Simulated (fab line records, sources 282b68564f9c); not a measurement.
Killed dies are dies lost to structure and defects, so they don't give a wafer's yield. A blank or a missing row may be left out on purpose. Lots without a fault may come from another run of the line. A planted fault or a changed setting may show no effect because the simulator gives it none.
fab line records | flow rit_cmos
record lots=14 wafers=42 last_day=6
route steps=202 shown ACTIVE@4 M1@202
lots that met no fault: from a run of the same line without faults
start_h: hours from the record's first day to the start of the lot's first wafer shown | wait_h: hours since the lot's step before | " the same as in the row above | L1.1+2: a row that stands for several wafers | - no value, or no start given | * or withheld: withheld | < > ~ a bound
route shown NAME@n: a module of which the file shows steps, and the number in the route of the first | usual: mean/standard deviation of fault-free wafers | same: alike in all rows | chamber/n: place in a boat | sites: the reading at each site | _std_site: their standard deviation | _edge_site: outer sites' mean less inner sites' | radius_mm: how far each site lies from the wafer's centre | mask NAME#n: copy n | behind: the tool/chamber that last shaped the wafer | hold: why the lot was held/for how many hours/how that ended | device: the transistor (n, p or np) that didn't switch | end of line: the same wafers' tests at the end of the route | a step without rows: its recipe alone | killed: dies lost to structure and defects at the first sort, not the wafer's yield | map: a wafer's dies, x killed, . not, _ none there
set.NAME: the setting as run; set.NAME@STEP: as run at that earlier step | model.NAME: the simulator's own value behind a step, which no gauge read
steps of the route over a sample of lots; a table a step, a row a wafer
services: from which hour (start_h, from the record's first day; less than 0 if before it) a tool's chamber was out of use, for how many hours, and why
## steps
# step RIT_ACTIVE_CVD_03
# recipe material=Si3N4 target_thk_nm=150 temp_c=810 precursor=SiH2Cl2/NH3 time_s=1500 pressure_mtorr=300 sih2cl2_flow_sccm=60 nh3_flow_sccm=150
# usual spike_tc_centre_C=813.3/1.2 spike_tc_load_C=831.3/2.5 zone_power_centre_pct=39.5/3 zone_power_source_pct=20.09/0.19
# columns lot.wafer tool chamber start_h wait_h spike_tc_centre_C spike_tc_load_C zone_power_centre_pct zone_power_source_pct
L280.3 lpcvd-01 1 12.21 0.0 813.7 834.6 38.6 20.24
L280.5 " 1 " " 814.8 830.6 37.8 19.86
L280.6 " 1 " " 811.5 833.4 38.8 20.06
L283.1 lpcvd-01 1 27.13 0.1 813.6 834.0 38.7 19.72
L283.4 " 1 " " 813.4 832.3 37.8 19.90
L283.5 " 1 " " 813.5 834.5 37.9 20.25
L285.2 lpcvd-01 0 37.22 0.0 812.2 830.1 37.5 19.89
L285.3 " 0 " " 811.0 833.1 37.2 19.97
L285.4 " 0 " " 810.5 831.6 37.9 20.14
L286.1 lpcvd-02 0 44.09 0.1 814.6 828.0 43.9 20.12
L286.2 " 0 " " 814.0 826.8 45.4 20.06
L286.3 " 0 " " 814.7 827.8 44.5 20.41
L287.1 lpcvd-01 1 47.94 0.6 812.5 833.2 38.7 19.86
L287.3 " 1 " " 814.4 834.0 38.1 20.00
L287.4 " 1 " " 814.7 834.4 38.5 20.05
L288.1 lpcvd-01 0 52.23 0.1 813.1 830.3 37.4 19.77
L288.2 " 0 " " 812.3 830.9 37.4 19.94
L288.4 " 0 " " 812.2 832.0 37.9 20.06
L289.3 lpcvd-01 1 58.42 0.4 815.4 833.3 38.3 20.13
L289.5 " 1 " " 814.2 834.4 38.8 20.30
L289.6 " 1 " " 815.3 834.1 38.7 20.42
L290.1 lpcvd-01 1 62.11 0.1 813.5 834.5 38.7 20.01
L290.3 " 1 " " 812.4 833.4 38.1 20.28
L290.5 " 1 " " 814.5 834.1 38.0 19.75
L292.2 lpcvd-01 0 72.11 0.0 813.0 832.6 37.1 20.22
L292.3 " 0 " " 813.8 832.2 36.7 19.74
L292.5 " 0 " " 812.5 831.8 37.2 20.08
L293.2 lpcvd-02 0 78.88 0.0 811.5 827.9 44.5 20.41
L293.3 " 0 " " 816.2 827.4 44.3 20.41
L293.5 " 0 " " 814.7 830.1 45.1 20.23
L294.1 lpcvd-02 0 82.11 0.1 813.5 828.3 44.6 20.10
L294.2 " 0 " " 812.5 827.6 44.4 20.15
L294.3 " 0 " " 814.2 827.6 45.4 20.11
L295.1 lpcvd-01 0 88.45 0.1 812.3 830.9 37.5 19.82
L295.5 " 0 " " 813.0 832.5 37.7 19.94
L295.6 " 0 " " 813.6 832.8 37.4 20.07
L296.2 lpcvd-02 0 92.69 0.0 843.8 828.0 56.8 18.66
L296.4 " 0 " " 840.4 827.3 56.7 18.83
L296.6 " 0 " " 841.3 826.6 56.4 18.75
L297.2 lpcvd-02 0 97.33 0.0 843.8 827.1 57.3 18.72
L297.4 " 0 " " 841.9 827.0 56.6 18.95
L297.6 " 0 " " 839.5 827.0 56.1 18.83
# step RIT_ACTIVE_THK_MEAS_04
# recipe reads=Si3N4_of_ACTIVE_CVD_03
# usual ACTIVE_NITRIDE_THK=150.2/1.3
# columns lot.wafer tool chamber start_h wait_h ACTIVE_NITRIDE_THK[nm]
L280.3 film_metro-03 - 13.65 0.0 152.5
L280.5 " - " " 152.4
L280.6 " - " " 153.6
L283.1 film_metro-04 - 28.55 0.0 150.6
L283.4 " - " " 149.6
L283.5 " - " " 149.4
L285.2 film_metro-04 - 38.65 0.0 149.1
L285.3 " - " " 149.7
L285.4 " - " " 150.8
L286.1 film_metro-03 - 45.51 0.0 151.9
L286.2 " - " " 151.3
L286.3 " - " " 151.6
L287.1 film_metro-03 - 49.35 0.0 148.0
L287.3 " - " " 148.8
L287.4 " - " " 148.6
L288.1 film_metro-03 - 53.64 0.0 149.9
L288.2 " - " " 149.8
L288.4 " - " " 151.0
L289.3 film_metro-03 - 59.85 0.0 151.5
L289.5 " - " " 151.6
L289.6 " - " " 151.7
L290.1 film_metro-04 - 63.53 0.0 150.5
L290.3 " - " " 149.9
L290.5 " - " " 148.4
L292.2 film_metro-02 - 73.54 0.0 149.0
L292.3 " - " " 148.0
L292.5 " - " " 149.5
L293.2 film_metro-03 - 80.31 0.0 153.0
L293.3 " - " " 153.1
L293.5 " - " " 152.7
L294.1 film_metro-04 - 83.53 0.0 149.4
L294.2 " - " " 149.5
L294.3 " - " " 148.3
L295.1 film_metro-02 - 89.87 0.0 149.8
L295.5 " - " " 150.9
L295.6 " - " " 149.8
L296.2 film_metro-02 - 94.12 0.0 181.1
L296.4 " - " " 166.8
L296.6 " - " " 157.3
L297.2 film_metro-03 - 98.76 0.0 180.3
L297.4 " - " " 164.4
L297.6 " - " " 155.4
# step RIT_ACTIVE_ETCH_13
# recipe stop_on=SiO2 chemistry=SF6 target=Si3N4 time_s=201.2 over_etch_frac=0.4 SF6_flow_sccm=200 pressure_mtorr=260 rf_w=125 target_depth_a=2100
# usual drypump_motor_current_A=5.9/0.49 oes_product_au=0.838/0.011 throttle_valve_pct=7.49/0.082
# columns lot.wafer tool chamber start_h wait_h drypump_motor_current_A oes_product_au rf_hours_counter_h throttle_valve_pct
L280.3 rie_diel-03 0 14.81 0.1 6.0 0.817 67 7.57
L280.5 " 1 " " 6.8 0.833 - 7.68
L280.6 " 0 " " 6.0 0.821 - 7.56
L283.1 rie_diel-04 3 29.86 0.1 5.7 0.846 34 7.52
L283.4 " 1 " " 6.4 0.830 150 7.36
L283.5 " 2 " " 6.2 0.844 - 7.47
L285.2 rie_diel-03 1 39.94 0.1 6.8 0.834 158 7.66
L285.3 " 0 " " 6.0 0.813 68 7.57
L285.4 " 2 " " 5.3 0.843 6 7.51
L286.1 rie_diel-01 2 46.69 0.1 5.4 0.856 1 7.47
L286.2 " 3 " " 5.9 0.842 143 7.54
L286.3 " 3 " " 5.9 0.852 - 7.51
L287.1 rie_diel-03 3 50.54 0.1 6.4 0.815 19 7.50
L287.3 " 2 " " 5.3 0.840 6 7.49
L287.4 " 1 " " 6.8 0.832 158 7.67
L288.1 rie_diel-01 2 54.82 0.1 5.4 0.847 1 7.48
L288.2 " 0 " " 5.1 0.852 21 7.39
L288.4 " 1 " " 6.2 0.835 - 7.40
L289.3 rie_diel-03 0 61.01 0.1 6.0 0.815 68 7.57
L289.5 " 2 " " 5.3 0.847 - 7.51
L289.6 " 1 " " 6.8 0.840 - 7.66
L290.1 rie_diel-01 0 64.82 0.1 5.1 0.852 21 7.39
L290.3 " 1 " " 6.2 0.838 98 7.40
L290.5 " 2 " " 5.4 0.847 - 7.47
L292.2 rie_diel-03 1 74.83 0.1 6.8 0.835 158 7.68
L292.3 " 0 " " 6.0 0.802 68 7.57
L292.5 " 2 " " 5.3 0.842 - 7.50
L293.2 rie_diel-03 2 81.55 0.1 5.3 0.851 6 7.50
L293.3 " 1 " " 6.8 0.849 158 7.66
L293.5 " 1 " " 6.8 0.845 - 7.66
L294.1 rie_diel-01 3 84.71 0.1 5.9 0.833 144 7.55
L294.2 " 1 " " 6.2 0.835 98 7.40
L294.3 " 0 " " 5.1 0.842 22 7.39
L295.1 rie_diel-04 1 91.17 0.1 6.4 0.842 151 7.36
L295.5 " 2 " " 6.2 0.836 - 7.48
L295.6 " 3 " " 5.7 0.841 - 7.53
L296.2 rie_diel-03 1 95.29 0.1 6.8 0.932 159 7.68
L296.4 " 3 " " 6.4 0.879 20 7.52
L296.6 " 2 " " 5.3 0.867 - 7.49
L297.2 rie_diel-01 2 99.93 0.1 5.4 0.943 2 7.49
L297.4 " 0 " " 5.1 0.889 22 7.39
L297.6 " 3 " " 5.9 0.858 - 7.53
# step RIT_M1_PROBE_99
# usual killed_at_contacts=0.0/0.22 killed_at_front_end=7/3.3 killed_dies=7/3.3 killed_open=3.3/1.9 killed_short=3.6/2.1
# same gross_dies=264 killed_at_M0_to_M3=0 killed_at_M4_up=0 killed_at_back_side=0 killed_at_other=0
# columns lot.wafer tool chamber start_h wait_h killed_at_contacts killed_at_front_end killed_dies killed_open killed_short
L290.1 prober-01 - 111.88 0.1 0 1 1 1 0
L290.3 prober-01 - 111.98 0.2 0 4 4 3 1
L290.5 prober-01 - 112.08 0.2 0 4 4 2 2
# killed by level:class
L290.1 REOX:geometric_particle:open=1
L290.3 SILICIDE:geometric_particle:open=2 FOX1:geometric_particle:open=1 SILICIDE:geometric_particle:short=1
L290.5 FOX2:geometric_particle:open=1 GATE:geometric_particle:short=1 REOX:geometric_particle:open=1 SILICIDE:geometric_particle:short=1
## services
# columns tool chamber start_h hours kind
rie_diel-04 3 -7.78 13.6 repair
rie_diel-03 2 13.62 4.4 repair
rie_diel-04 - 21.50 0.3 repair
rie_diel-01 0 43.39 5.3 repair
rie_diel-01 1 43.80 5.5 repair
rie_diel-01 3 47.80 8.6 repair
rie_diel-04 2 54.72 5.8 repair
rie_diel-03 1 68.17 6.2 repair
rie_diel-01 1 68.45 7.7 repair
rie_diel-03 0 68.49 5.7 repair
rie_diel-03 - 85.58 0.6 repair
rie_diel-03 2 96.21 16.5 repair
## key
first_sign step=RIT_ACTIVE_CVD_03 reading=spike_tc_centre_C direction=up sigmas=23 usual=813.3 struck=841.8
effect step=RIT_ACTIVE_CVD_03 reading=zone_power_source_pct direction=down sigmas=6.8 usual=20.09 struck=18.79
effect step=RIT_ACTIVE_THK_MEAS_04 reading=ACTIVE_NITRIDE_THK direction=up sigmas=14 usual=150.2 struck=167.5
effect step=RIT_ACTIVE_ETCH_13 reading=oes_product_au direction=up sigmas=5.1 usual=0.838 struck=0.895 wafers_moved=5
met_at RIT_ACTIVE_CVD_03
struck_lots L296,L297
tester_left_out L296,L297
onset_between 82.11 92.69
fault kind=process_parameter_drift tool=lpcvd-02 chamber=- onset_h=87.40 steps=RIT_ACTIVE_CVD_03 channel=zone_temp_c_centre offset=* shape=step end_h=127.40
# tester_left_out: of these lots the tester's yield and bins aren't shown, on N5 and GAA mostly nor the transistor test; their killed dies are dies lost to structure and defects alone, not to doping, threshold or leakage, so they don't give the yield
